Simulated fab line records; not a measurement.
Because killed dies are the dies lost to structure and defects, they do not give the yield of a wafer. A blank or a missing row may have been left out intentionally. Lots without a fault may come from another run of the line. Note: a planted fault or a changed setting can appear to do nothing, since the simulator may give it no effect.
Which of the tools did it? :: flow berkeleyCmos170 :: 45 wafers from 15 lots sampled at 6 of the route's 331 steps

## WHAT THE GAUGES READ, wafer by wafer
UCB170_GATE_CD_MEAS_90 targets a cd of 350 nm.
lot: L141
measured: day 7 00:22
on: cdSem-01
cdNm (nm): 350.0 350.7 350.5

lot: L142
measured: day 7 20:19
on: cdSem-02
cdNm (nm): 351.7 352.9 351.9

lot: L143
measured: day 7 20:36
on: cdSem-01
cdNm (nm): 349.4 347.4 349.5

lot: L144
measured: day 8 06:10
on: cdSem-02
cdNm (nm): 353.3 351.5 352.5

lot: L145
measured: day 8 06:22
on: cdSem-01
cdNm (nm): 355.2 351.3 352.9

lot: L146
measured: day 8 06:01
on: cdSem-01
cdNm (nm): 348.0 347.3 348.9

lot: L148
measured: day 9 03:56
on: cdSem-02
cdNm (nm): 350.5 348.4 349.6

lot: L149
measured: day 9 22:57
on: cdSem-01
cdNm (nm): 350.8 349.7 351.2

lot: L150
measured: day 9 23:11
on: cdSem-01
cdNm (nm): 350.6 350.7 352.2

lot: L151
measured: day 9 22:46
on: cdSem-02
cdNm (nm): 349.7 350.2 349.3

lot: L152
measured: day 9 23:04
on: cdSem-01
cdNm (nm): - - -

lot: L153
measured: day 9 23:21
on: cdSem-02
cdNm (nm): - - -

lot: L154
measured: day 9 22:53
on: cdSem-02
cdNm (nm): - - -

lot: L163
measured: day 12 00:44
on: cdSem-01
cdNm (nm): 349.2 349.3 350.8

lot: L164
measured: day 12 00:31
on: cdSem-01
cdNm (nm): 348.9 349.4 349.4

UCB170_M3_BOW_MEAS_20.
lot: L141
measured: day 8 19:55
on: filmMetro-02
M3_BOW (um): 31 34 41

lot: L142
measured: day 9 11:20
on: filmMetro-02
M3_BOW (um): 23 28 44

lot: L143
measured: day 9 09:14
on: filmMetro-02
M3_BOW (um): 43 44 45

lot: L144
measured: day 9 17:59
on: filmMetro-03
M3_BOW (um): 41 36 38

lot: L145
measured: day 9 20:21
on: filmMetro-03
M3_BOW (um): 28 41 52

lot: L146
measured: day 9 16:54
on: filmMetro-04
M3_BOW (um): 41 21 28

lot: L148
measured: day 10 20:46
on: filmMetro-04
M3_BOW (um): 41 36 36

lot: L149
measured: day 11 19:40
on: filmMetro-04
M3_BOW (um): 43 37 39

lot: L150
measured: day 11 22:08
on: filmMetro-02
M3_BOW (um): 39 34 50

lot: L151
measured: day 11 21:05
on: filmMetro-04
M3_BOW (um): 50 39 38

lot: L163
measured: day 13 14:10
on: filmMetro-02
M3_BOW (um): 32 37 36

lot: L164
measured: day 13 13:45
on: filmMetro-02
M3_BOW (um): 32 42 38

## EACH LOT AND THE TOOL THAT RAN IT (in order: tool; ch and the chambers of the sampled wafers; start)
lot: L141
UCB170_ZERO_STRIP_07: plasmaAsher-04 ch 0,1, day 2 00:44
UCB170_GATE_ETCH_14: rieDiel-04 ch 1,2, day 7 00:04
UCB170_GATE_ETCH_15: rieSi-01 ch 0,3, day 7 00:06
UCB170_M3_STRIP_19: plasmaAsher-04 ch 0,1, day 8 19:40

lot: L142
UCB170_ZERO_STRIP_07: plasmaAsher-04 ch 0,1, day 2 02:44
UCB170_GATE_ETCH_14: rieDiel-03 ch 1,2, day 7 20:07
UCB170_GATE_ETCH_15: rieSi-01 ch 0,1,3, day 7 20:10
UCB170_M3_STRIP_19: plasmaAsher-03 ch 0,1, day 9 11:05

lot: L143
UCB170_ZERO_STRIP_07: plasmaAsher-04 ch 0,1, day 2 04:24
UCB170_GATE_ETCH_14: rieDiel-01 ch 1,2,3, day 7 20:23
UCB170_GATE_ETCH_15: rieSi-02 ch 0,3, day 7 20:26
UCB170_M3_STRIP_19: plasmaAsher-03 ch 0,1, day 9 08:59

lot: L144
UCB170_ZERO_STRIP_07: plasmaAsher-04 ch 0,1, day 2 10:16
UCB170_GATE_ETCH_14: rieDiel-01 ch 0,1, day 8 05:59
UCB170_GATE_ETCH_15: rieSi-02 ch 0,1, day 8 06:02
UCB170_M3_STRIP_19: plasmaAsher-03 ch 0,1, day 9 17:46

lot: L145
UCB170_ZERO_STRIP_07: plasmaAsher-02 ch 0,1, day 2 22:26
UCB170_GATE_ETCH_14: rieDiel-03 ch 1,2,3, day 8 06:10
UCB170_GATE_ETCH_15: rieSi-01 ch 1,2,3, day 8 06:12
UCB170_M3_STRIP_19: plasmaAsher-04 ch 0, day 9 20:07

lot: L146
UCB170_ZERO_STRIP_07: plasmaAsher-01 ch 0,1, day 2 22:43
UCB170_GATE_ETCH_14: rieDiel-01 ch 2,3, day 8 05:49
UCB170_GATE_ETCH_15: rieSi-01 ch 0,2, day 8 05:52
UCB170_M3_STRIP_19: plasmaAsher-04 ch 0,1, day 9 16:41

lot: L148
UCB170_ZERO_STRIP_07: plasmaAsher-01 ch 0,1, day 3 10:23
UCB170_GATE_ETCH_14: rieDiel-03 ch 0,1,3, day 9 03:44
UCB170_GATE_ETCH_15: rieSi-01 ch 0,1,3, day 9 03:47
UCB170_M3_STRIP_19: plasmaAsher-04 ch 0,1, day 10 20:32

lot: L149
UCB170_ZERO_STRIP_07: plasmaAsher-01 ch 0,1, day 3 21:54
UCB170_GATE_ETCH_14: rieDiel-03 ch 0,3, day 9 22:44
UCB170_GATE_ETCH_15: rieSi-01 ch 1,2,3, day 9 22:47
UCB170_M3_STRIP_19: plasmaAsher-04 ch 0,1, day 11 19:26

lot: L150
UCB170_ZERO_STRIP_07: plasmaAsher-02 ch 0, day 3 22:01
UCB170_GATE_ETCH_14: rieDiel-01 ch 0,2, day 9 22:58
UCB170_GATE_ETCH_15: rieSi-01 ch 0,1,2, day 9 23:00
UCB170_M3_STRIP_19: plasmaAsher-02 ch 0, day 11 21:53

lot: L151
UCB170_ZERO_STRIP_07: plasmaAsher-04 ch 0,1, day 4 05:26
UCB170_GATE_ETCH_14: rieDiel-03 ch 0,1,3, day 9 22:34
UCB170_GATE_ETCH_15: rieSi-01 ch 1,2, day 9 22:37
UCB170_M3_STRIP_19: plasmaAsher-03 ch 0,1, day 11 20:47

lot: L152
UCB170_ZERO_STRIP_07: plasmaAsher-01 ch 0,1, day 4 05:41
UCB170_GATE_ETCH_14: rieDiel-04 ch 1,2,3, day 9 22:50
UCB170_GATE_ETCH_15: rieSi-02 ch 0,1,3, day 9 22:53
UCB170_M3_STRIP_19: -

lot: L153
UCB170_ZERO_STRIP_07: plasmaAsher-02 ch 0,1, day 4 13:14
UCB170_GATE_ETCH_14: rieDiel-03 ch 0,1,2, day 9 23:10
UCB170_GATE_ETCH_15: rieSi-02 ch 0,2,3, day 9 23:12
UCB170_M3_STRIP_19: -

lot: L154
UCB170_ZERO_STRIP_07: plasmaAsher-02 ch 0,1, day 4 13:41
UCB170_GATE_ETCH_14: rieDiel-01 ch 1,2, day 9 22:37
UCB170_GATE_ETCH_15: rieSi-02 ch 0,1,2, day 9 22:40
UCB170_M3_STRIP_19: -

lot: L163
UCB170_ZERO_STRIP_07: plasmaAsher-04 ch 0,1, day 6 14:14
UCB170_GATE_ETCH_14: rieDiel-03 ch 0,1,3, day 12 00:32
UCB170_GATE_ETCH_15: rieSi-02 ch 1,3, day 12 00:34
UCB170_M3_STRIP_19: plasmaAsher-04 ch 0,1, day 13 13:55

lot: L164
UCB170_ZERO_STRIP_07: plasmaAsher-04 ch 0,1, day 6 20:20
UCB170_GATE_ETCH_14: rieDiel-04 ch 0,1,3, day 12 00:18
UCB170_GATE_ETCH_15: rieSi-01 ch 2,3, day 12 00:20
UCB170_M3_STRIP_19: plasmaAsher-04 ch 0,1, day 13 13:31
- UCB170_ZERO_STRIP_07: strips in O2.
- UCB170_GATE_ETCH_14: etches BARC in N2/H2.
- UCB170_GATE_ETCH_15: etches poly-Si in HBr/Cl2, stops on SiO2, time 56.3 s, target depth 278.2 nm.
- UCB170_M3_STRIP_19: strips in O2.

## AS READ BY THE TOOLS THEMSELVES (means over the sampled wafers that have a number; for cases with no such wafer, the mark the record gives instead)
UCB170_ZERO_STRIP_07.
lot: L141
tool: plasmaAsher-04
chamberPressureMTorr (mTorr): 3499
drypumpMotorCurrentA (A): 5.7
oesProductAu (a.u.): 0.725
stripTimeToEndpointS (s): 21.56

lot: L142
tool: plasmaAsher-04
chamberPressureMTorr (mTorr): 3500
drypumpMotorCurrentA (A): 5.8
oesProductAu (a.u.): 0.726
stripTimeToEndpointS (s): 21.51

lot: L143
tool: plasmaAsher-04
chamberPressureMTorr (mTorr): 3500
drypumpMotorCurrentA (A): 5.7
oesProductAu (a.u.): 0.728
stripTimeToEndpointS (s): 21.48

lot: L144
tool: plasmaAsher-04
chamberPressureMTorr (mTorr): 3500
drypumpMotorCurrentA (A): 5.7
oesProductAu (a.u.): 0.724
stripTimeToEndpointS (s): 21.51

lot: L145
tool: plasmaAsher-02
chamberPressureMTorr (mTorr): 3501
drypumpMotorCurrentA (A): 6.0
oesProductAu (a.u.): 0.726
stripTimeToEndpointS (s): 21.47

lot: L146
tool: plasmaAsher-01
chamberPressureMTorr (mTorr): 3497
drypumpMotorCurrentA (A): 6.0
oesProductAu (a.u.): 0.730
stripTimeToEndpointS (s): 21.61

lot: L148
tool: plasmaAsher-01
chamberPressureMTorr (mTorr): 3503
drypumpMotorCurrentA (A): 5.7
oesProductAu (a.u.): 0.723
stripTimeToEndpointS (s): 21.47

lot: L149
tool: plasmaAsher-01
chamberPressureMTorr (mTorr): 3500
drypumpMotorCurrentA (A): 5.7
oesProductAu (a.u.): 0.729
stripTimeToEndpointS (s): 21.58

lot: L150
tool: plasmaAsher-02
chamberPressureMTorr (mTorr): 3499
drypumpMotorCurrentA (A): 6.5
oesProductAu (a.u.): 0.728
stripTimeToEndpointS (s): 21.45

lot: L151
tool: plasmaAsher-04
chamberPressureMTorr (mTorr): 3498
drypumpMotorCurrentA (A): 5.7
oesProductAu (a.u.): 0.723
stripTimeToEndpointS (s): 21.41

lot: L152
tool: plasmaAsher-01
chamberPressureMTorr (mTorr): 3499
drypumpMotorCurrentA (A): 5.7
oesProductAu (a.u.): 0.724
stripTimeToEndpointS (s): 21.47

lot: L153
tool: plasmaAsher-02
chamberPressureMTorr (mTorr): 3500
drypumpMotorCurrentA (A): 6.0
oesProductAu (a.u.): 0.722
stripTimeToEndpointS (s): 21.46

lot: L154
tool: plasmaAsher-02
chamberPressureMTorr (mTorr): 3500
drypumpMotorCurrentA (A): 6.2
oesProductAu (a.u.): 0.730
stripTimeToEndpointS (s): 21.55

lot: L163
tool: plasmaAsher-04
chamberPressureMTorr (mTorr): 3501
drypumpMotorCurrentA (A): 5.8
oesProductAu (a.u.): 0.729
stripTimeToEndpointS (s): 21.40

lot: L164
tool: plasmaAsher-04
chamberPressureMTorr (mTorr): 3498
drypumpMotorCurrentA (A): 5.8
oesProductAu (a.u.): 0.726
stripTimeToEndpointS (s): 21.37

UCB170_GATE_ETCH_14.
lot: L141
tool: rieDiel-04
biasW (W): 100.1
chamberPressureMTorr (mTorr): 30.015
drypumpMotorCurrentA (A): 6.2
oesProductAu (a.u.): 1.007
throttleValvePct (%): 13.52

lot: L142
tool: rieDiel-03
biasW (W): 100.3
chamberPressureMTorr (mTorr): 30.003
drypumpMotorCurrentA (A): 5.2
oesProductAu (a.u.): 1.022
throttleValvePct (%): 13.30

lot: L143
tool: rieDiel-01
biasW (W): 100.0
chamberPressureMTorr (mTorr): 29.996
drypumpMotorCurrentA (A): 5.2
oesProductAu (a.u.): 1.001
throttleValvePct (%): 13.39

lot: L144
tool: rieDiel-01
biasW (W): 100.2
chamberPressureMTorr (mTorr): 29.986
drypumpMotorCurrentA (A): 5.6
oesProductAu (a.u.): 1.000
throttleValvePct (%): 13.07

lot: L145
tool: rieDiel-03
biasW (W): 100.2
chamberPressureMTorr (mTorr): 30.010
drypumpMotorCurrentA (A): 5.5
oesProductAu (a.u.): 1.011
throttleValvePct (%): 13.21

lot: L146
tool: rieDiel-01
biasW (W): 100.0
chamberPressureMTorr (mTorr): 30.011
drypumpMotorCurrentA (A): 5.0
oesProductAu (a.u.): 0.985
throttleValvePct (%): 13.50

lot: L148
tool: rieDiel-03
biasW (W): 99.8
chamberPressureMTorr (mTorr): 29.970
drypumpMotorCurrentA (A): 5.6
oesProductAu (a.u.): 1.020
throttleValvePct (%): 13.22

lot: L149
tool: rieDiel-03
biasW (W): 99.9
chamberPressureMTorr (mTorr): 30.016
drypumpMotorCurrentA (A): 5.5
oesProductAu (a.u.): 1.023
throttleValvePct (%): 13.21

lot: L150
tool: rieDiel-01
biasW (W): 100.2
chamberPressureMTorr (mTorr): 30.010
drypumpMotorCurrentA (A): 5.3
oesProductAu (a.u.): 0.980
throttleValvePct (%): 13.30

lot: L151
tool: rieDiel-03
biasW (W): 100.2
chamberPressureMTorr (mTorr): 30.004
drypumpMotorCurrentA (A): 5.6
oesProductAu (a.u.): 1.014
throttleValvePct (%): 13.22

lot: L152
tool: rieDiel-04
biasW (W): -
chamberPressureMTorr (mTorr): -
drypumpMotorCurrentA (A): -
oesProductAu (a.u.): -
throttleValvePct (%): -

lot: L153
tool: rieDiel-03
biasW (W): -
chamberPressureMTorr (mTorr): -
drypumpMotorCurrentA (A): -
oesProductAu (a.u.): -
throttleValvePct (%): -

lot: L154
tool: rieDiel-01
biasW (W): -
chamberPressureMTorr (mTorr): -
drypumpMotorCurrentA (A): -
oesProductAu (a.u.): -
throttleValvePct (%): -

lot: L163
tool: rieDiel-03
biasW (W): 100.1
chamberPressureMTorr (mTorr): 29.993
drypumpMotorCurrentA (A): 5.6
oesProductAu (a.u.): 1.015
throttleValvePct (%): 13.21

lot: L164
tool: rieDiel-04
biasW (W): 100.1
chamberPressureMTorr (mTorr): 30.010
drypumpMotorCurrentA (A): 5.6
oesProductAu (a.u.): 0.999
throttleValvePct (%): 13.21

UCB170_GATE_ETCH_15.
lot: L141
tool: rieSi-01
HBr_flow_sccm (sccm): 149.9
biasW (W): 150.1
chamberPressureMTorr (mTorr): 15.003
drypumpMotorCurrentA (A): 5.2
oesProductAu (a.u.): 0.830
throttleValvePct (%): 26.61

lot: L142
tool: rieSi-01
HBr_flow_sccm (sccm): 149.9
biasW (W): 149.6
chamberPressureMTorr (mTorr): 15.011
drypumpMotorCurrentA (A): 5.6
oesProductAu (a.u.): 0.835
throttleValvePct (%): 26.43

lot: L143
tool: rieSi-02
HBr_flow_sccm (sccm): 149.5
biasW (W): 149.8
chamberPressureMTorr (mTorr): 14.998
drypumpMotorCurrentA (A): 6.3
oesProductAu (a.u.): 0.831
throttleValvePct (%): 26.46

lot: L144
tool: rieSi-02
HBr_flow_sccm (sccm): 150.2
biasW (W): 150.0
chamberPressureMTorr (mTorr): 15.007
drypumpMotorCurrentA (A): 6.0
oesProductAu (a.u.): 0.836
throttleValvePct (%): 26.65

lot: L145
tool: rieSi-01
HBr_flow_sccm (sccm): 150.2
biasW (W): 149.3
chamberPressureMTorr (mTorr): 15.004
drypumpMotorCurrentA (A): 6.2
oesProductAu (a.u.): 0.819
throttleValvePct (%): 26.34

lot: L146
tool: rieSi-01
HBr_flow_sccm (sccm): 150.3
biasW (W): 149.9
chamberPressureMTorr (mTorr): 15.001
drypumpMotorCurrentA (A): 5.4
oesProductAu (a.u.): 0.830
throttleValvePct (%): 26.77

lot: L148
tool: rieSi-01
HBr_flow_sccm (sccm): 149.8
biasW (W): 150.3
chamberPressureMTorr (mTorr): 14.996
drypumpMotorCurrentA (A): 5.7
oesProductAu (a.u.): 0.821
throttleValvePct (%): 26.44

lot: L149
tool: rieSi-01
HBr_flow_sccm (sccm): 149.8
biasW (W): 150.5
chamberPressureMTorr (mTorr): 15.002
drypumpMotorCurrentA (A): 6.1
oesProductAu (a.u.): 0.824
throttleValvePct (%): 26.33

lot: L150
tool: rieSi-01
HBr_flow_sccm (sccm): 150.4
biasW (W): 150.2
chamberPressureMTorr (mTorr): 15.005
drypumpMotorCurrentA (A): 5.8
oesProductAu (a.u.): 0.834
throttleValvePct (%): 26.59

lot: L151
tool: rieSi-01
HBr_flow_sccm (sccm): 149.9
biasW (W): 150.0
chamberPressureMTorr (mTorr): 14.998
drypumpMotorCurrentA (A): 6.2
oesProductAu (a.u.): 0.819
throttleValvePct (%): 26.49

lot: L152
tool: rieSi-02
HBr_flow_sccm (sccm): 150.3
biasW (W): 149.7
chamberPressureMTorr (mTorr): 15.003
drypumpMotorCurrentA (A): 6.1
oesProductAu (a.u.): 0.273
throttleValvePct (%): 26.47

lot: L153
tool: rieSi-02
HBr_flow_sccm (sccm): 149.8
biasW (W): 150.0
chamberPressureMTorr (mTorr): 15.009
drypumpMotorCurrentA (A): 5.9
oesProductAu (a.u.): 0.268
throttleValvePct (%): 26.44

lot: L154
tool: rieSi-02
HBr_flow_sccm (sccm): 150.0
biasW (W): 150.2
chamberPressureMTorr (mTorr): 15.003
drypumpMotorCurrentA (A): 5.7
oesProductAu (a.u.): 0.272
throttleValvePct (%): 26.61

lot: L163
tool: rieSi-02
HBr_flow_sccm (sccm): 149.8
biasW (W): 150.5
chamberPressureMTorr (mTorr): 15.008
drypumpMotorCurrentA (A): 6.0
oesProductAu (a.u.): 0.836
throttleValvePct (%): 26.32

lot: L164
tool: rieSi-01
HBr_flow_sccm (sccm): 149.8
biasW (W): 150.2
chamberPressureMTorr (mTorr): 14.995
drypumpMotorCurrentA (A): 6.2
oesProductAu (a.u.): 0.832
throttleValvePct (%): 26.42

UCB170_M3_STRIP_19.
lot: L141
tool: plasmaAsher-04
chamberPressureMTorr (mTorr): 3500
drypumpMotorCurrentA (A): 5.7
oesProductAu (a.u.): 0.556

lot: L142
tool: plasmaAsher-03
chamberPressureMTorr (mTorr): 3500
drypumpMotorCurrentA (A): 5.3
oesProductAu (a.u.): 0.557

lot: L143
tool: plasmaAsher-03
chamberPressureMTorr (mTorr): 3499
drypumpMotorCurrentA (A): 5.6
oesProductAu (a.u.): 0.557

lot: L144
tool: plasmaAsher-03
chamberPressureMTorr (mTorr): 3500
drypumpMotorCurrentA (A): 5.6
oesProductAu (a.u.): 0.534

lot: L145
tool: plasmaAsher-04
chamberPressureMTorr (mTorr): 3501
drypumpMotorCurrentA (A): 5.8
oesProductAu (a.u.): 0.568

lot: L146
tool: plasmaAsher-04
chamberPressureMTorr (mTorr): 3501
drypumpMotorCurrentA (A): 5.7
oesProductAu (a.u.): 0.563

lot: L148
tool: plasmaAsher-04
chamberPressureMTorr (mTorr): 3499
drypumpMotorCurrentA (A): 5.8
oesProductAu (a.u.): 0.514

lot: L149
tool: plasmaAsher-04
chamberPressureMTorr (mTorr): 3498
drypumpMotorCurrentA (A): 5.7
oesProductAu (a.u.): 0.560

lot: L150
tool: plasmaAsher-02
chamberPressureMTorr (mTorr): 3500
drypumpMotorCurrentA (A): 6.4
oesProductAu (a.u.): 0.532

lot: L151
tool: plasmaAsher-03
chamberPressureMTorr (mTorr): 3500
drypumpMotorCurrentA (A): 5.6
oesProductAu (a.u.): 0.540

lot: L163
tool: plasmaAsher-04
chamberPressureMTorr (mTorr): 3502
drypumpMotorCurrentA (A): 5.7
oesProductAu (a.u.): 0.527

lot: L164
tool: plasmaAsher-04
chamberPressureMTorr (mTorr): 3504
drypumpMotorCurrentA (A): 5.7
oesProductAu (a.u.): 0.547

## THE ANSWER, worked out from the rows above alone
Rule: the lots themselves supply what counts as usual. The widest of any qualifying gaps counts: lots, ordered by their means at a reading, are off when they make up no more than a third of the lots, leave a main group of 4 or more, and stand apart from it by 3 or more times the standard deviation of that group's means. If all means in a main group match to the digits the tables above print for the reading, that group is not used. A lot without any number at a reading at which 4 lots or more have one is off too. The other lots that the step has rows for count as sound. First the gauges in route order, then the tools' own readings, where a lot's mean is used as printed above. At the first step where some lot is off, the reading lying furthest off is the one used; lots without a number count as furthest.
Off: L152, L153, L154, at UCB170_GATE_CD_MEAS_90 (cdNm). Without a number there: L152, L153, L154. Mean 350.4 nm and standard deviation 1.5 in the main group.
If a tool, at a process step before that reading, ran all the lots that are off and no sound lot after the first of them, it fits. Not tried: the gauges at UCB170_GATE_CD_MEAS_90; whatever is off there is also off at UCB170_GATE_ETCH_14, on other tools, and gauge error can't account for it. Not one of the candidates tried fits.

## WHAT WAS PUT IN BY THE SIMULATOR
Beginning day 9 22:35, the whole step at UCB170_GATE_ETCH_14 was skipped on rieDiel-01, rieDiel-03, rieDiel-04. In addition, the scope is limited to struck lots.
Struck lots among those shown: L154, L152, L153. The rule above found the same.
